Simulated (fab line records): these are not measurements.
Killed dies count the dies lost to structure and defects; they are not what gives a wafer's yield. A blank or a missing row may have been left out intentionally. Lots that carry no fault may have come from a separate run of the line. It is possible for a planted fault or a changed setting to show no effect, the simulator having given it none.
What tool caused it? | flow berkeley_cmos170 | 39 wafers from 13 lots sampled at 3 of the route's 331 steps

WHAT THE GAUGES SHOWED, per wafer
UCB170_NSD_TW_MEAS_10.
lot  | measured     | on            | NSD_TW
L182 | day 7 15:07  | film_metro-01 | 4148 4148 4165
L184 | day 7 18:57  | film_metro-01 | 4188 4157 4171
L185 | day 7 23:47  | film_metro-04 | 4156 4163 4148
L187 | day 8 03:10  | film_metro-04 | 4173 4192 4201
L188 | day 8 05:53  | film_metro-03 | 4159 4158 4186
L190 | day 8 17:44  | film_metro-03 | 4145 4140 4152
L192 | day 8 18:08  | film_metro-03 | 4135 4149 4147
L191 | day 8 18:11  | film_metro-01 | 4121 4120 4141
L195 | day 9 23:59  | film_metro-03 | 4131 4188 4167
L194 | day 10 00:07 | film_metro-04 | 4163 4180 4173
L200 | day 10 19:05 | film_metro-01 | 4169 4182 4145
L201 | day 11 14:18 | film_metro-03 | 30 30 30
L205 | day 12 04:04 | film_metro-04 | 4149 4135 4147

WHAT TOOL EACH LOT RAN ON (gives the tool, then ch and the chambers of the sampled wafers, and finally the start)
lot  | UCB170_PSD_STRIP_09                  | UCB170_NSD_STRIP_09
L182 | plasma_asher-01 ch 0,1, day 7 10:47  | plasma_asher-03 ch 0,1, day 7 15:01
L184 | plasma_asher-02 ch 0,1, day 7 17:21  | plasma_asher-02 ch 0,1, day 7 18:51
L185 | plasma_asher-01 ch 0,1, day 7 20:04  | plasma_asher-04 ch 0,1, day 7 23:41
L187 | plasma_asher-03 ch 0,1, day 8 01:04  | plasma_asher-02 ch 0,1, day 8 03:04
L188 | plasma_asher-03 ch 0, day 8 03:41    | plasma_asher-03 ch 0,1, day 8 05:47
L190 | plasma_asher-01 ch 0,1, day 8 14:00  | plasma_asher-02 ch 0,1, day 8 17:38
L192 | plasma_asher-02 ch 0,1, day 8 14:07  | plasma_asher-04 ch 0,1, day 8 18:02
L191 | plasma_asher-03 ch 0,1, day 8 14:14  | plasma_asher-03 ch 0,1, day 8 18:05
L195 | plasma_asher-03 ch 0,1, day 9 21:50  | plasma_asher-04 ch 0, day 9 23:53
L194 | plasma_asher-01 ch 0,1, day 9 22:05  | plasma_asher-02 ch 0,1, day 10 00:00
L200 | plasma_asher-03 ch 0,1, day 10 17:09 | plasma_asher-03 ch 0,1, day 10 18:59
L201 | plasma_asher-01 ch 0,1, day 11 09:37 | plasma_asher-04 ch 0,1, day 11 14:11
L205 | plasma_asher-03 ch 0,1, day 12 01:05 | plasma_asher-03 ch 0,1, day 12 03:58
- UCB170_PSD_STRIP_09: strips in O2.
- UCB170_NSD_STRIP_09: strips in O2.

AS READ BY THE TOOLS THEMSELVES (means over the sampled wafers that have a number; for cases with no such wafer, the mark the record gives instead)
UCB170_PSD_STRIP_09.
lot  | tool            | drypump_motor_current_A (A) | oes_product_au (a.u.) | strip_time_to_endpoint_s (s)
L182 | plasma_asher-01 | 5.0                         | 0.600                 | 29.27
L184 | plasma_asher-02 | 5.6                         | 0.607                 | 29.36
L185 | plasma_asher-01 | 5.1                         | 0.603                 | 29.35
L187 | plasma_asher-03 | 5.8                         | 0.600                 | 29.28
L188 | plasma_asher-03 | 6.0                         | 0.601                 | 29.18
L190 | plasma_asher-01 | 5.0                         | 0.604                 | 29.16
L192 | plasma_asher-02 | 5.5                         | 0.605                 | 29.28
L191 | plasma_asher-03 | 5.8                         | 0.598                 | 29.30
L195 | plasma_asher-03 | 5.8                         | 0.599                 | 29.27
L194 | plasma_asher-01 | 5.1                         | 0.602                 | 29.32
L200 | plasma_asher-03 | 5.9                         | 0.603                 | 29.20
L201 | plasma_asher-01 | 5.1                         | 0.434                 | -
L205 | plasma_asher-03 | 5.8                         | 0.602                 | 29.30

UCB170_NSD_STRIP_09.
lot  | tool            | drypump_motor_current_A (A) | oes_product_au (a.u.) | strip_time_to_endpoint_s (s)
L182 | plasma_asher-03 | 5.8                         | 0.533                 | 35.79
L184 | plasma_asher-02 | 5.5                         | 0.537                 | 35.87
L185 | plasma_asher-04 | 6.3                         | 0.535                 | 35.82
L187 | plasma_asher-02 | 5.9                         | 0.537                 | 35.93
L188 | plasma_asher-03 | 6.0                         | 0.537                 | 35.87
L190 | plasma_asher-02 | 5.6                         | 0.540                 | 35.72
L192 | plasma_asher-04 | 6.3                         | 0.535                 | 35.86
L191 | plasma_asher-03 | 5.9                         | 0.538                 | 35.85
L195 | plasma_asher-04 | 6.6                         | 0.532                 | 35.90
L194 | plasma_asher-02 | 5.9                         | 0.540                 | 35.90
L200 | plasma_asher-03 | 5.8                         | 0.533                 | 35.80
L201 | plasma_asher-04 | 6.1                         | 0.611                 | 56.22
L205 | plasma_asher-03 | 5.8                         | 0.535                 | 35.90

THE ANSWER, worked out from the rows above alone
Rule: the usual values come from the lots themselves. Put in order of their means at a reading, lots are off if they are a third of the lots or fewer, leave a main group of 4 or more, and stand apart from it by a gap of 3 or more times the standard deviation of the main group's means; of several such gaps the widest counts. A main group whose means are all the same, to the digits that the tables above print for the reading, isn't used. A lot without any number at a reading at which 4 lots or more have one is off too. All remaining lots with rows at the step are treated as sound. The gauges are gone through in route order, then the tools' own readings, and for those a lot's mean is taken as printed above. The first step at which some lot is off is used, and at that step the reading that is off furthest; a lot without a number counts as furthest.
Off: L201, at UCB170_NSD_TW_MEAS_10 (NSD_TW). Main group: mean 4158, sd 16.
A tool fits if, at a process step before that reading, it ran every lot that is off, and no sound lot after the first of them. The gauges at UCB170_NSD_TW_MEAS_10 aren't tried: what is off there is off at UCB170_PSD_STRIP_09 too, on other tools, and a gauge's error can't cause that. 2 tools fit, plasma_asher-01 at UCB170_PSD_STRIP_09 and plasma_asher-04 at UCB170_NSD_STRIP_09, so this cannot tell which one it is.

WHAT WAS PUT IN BY THE SIMULATOR
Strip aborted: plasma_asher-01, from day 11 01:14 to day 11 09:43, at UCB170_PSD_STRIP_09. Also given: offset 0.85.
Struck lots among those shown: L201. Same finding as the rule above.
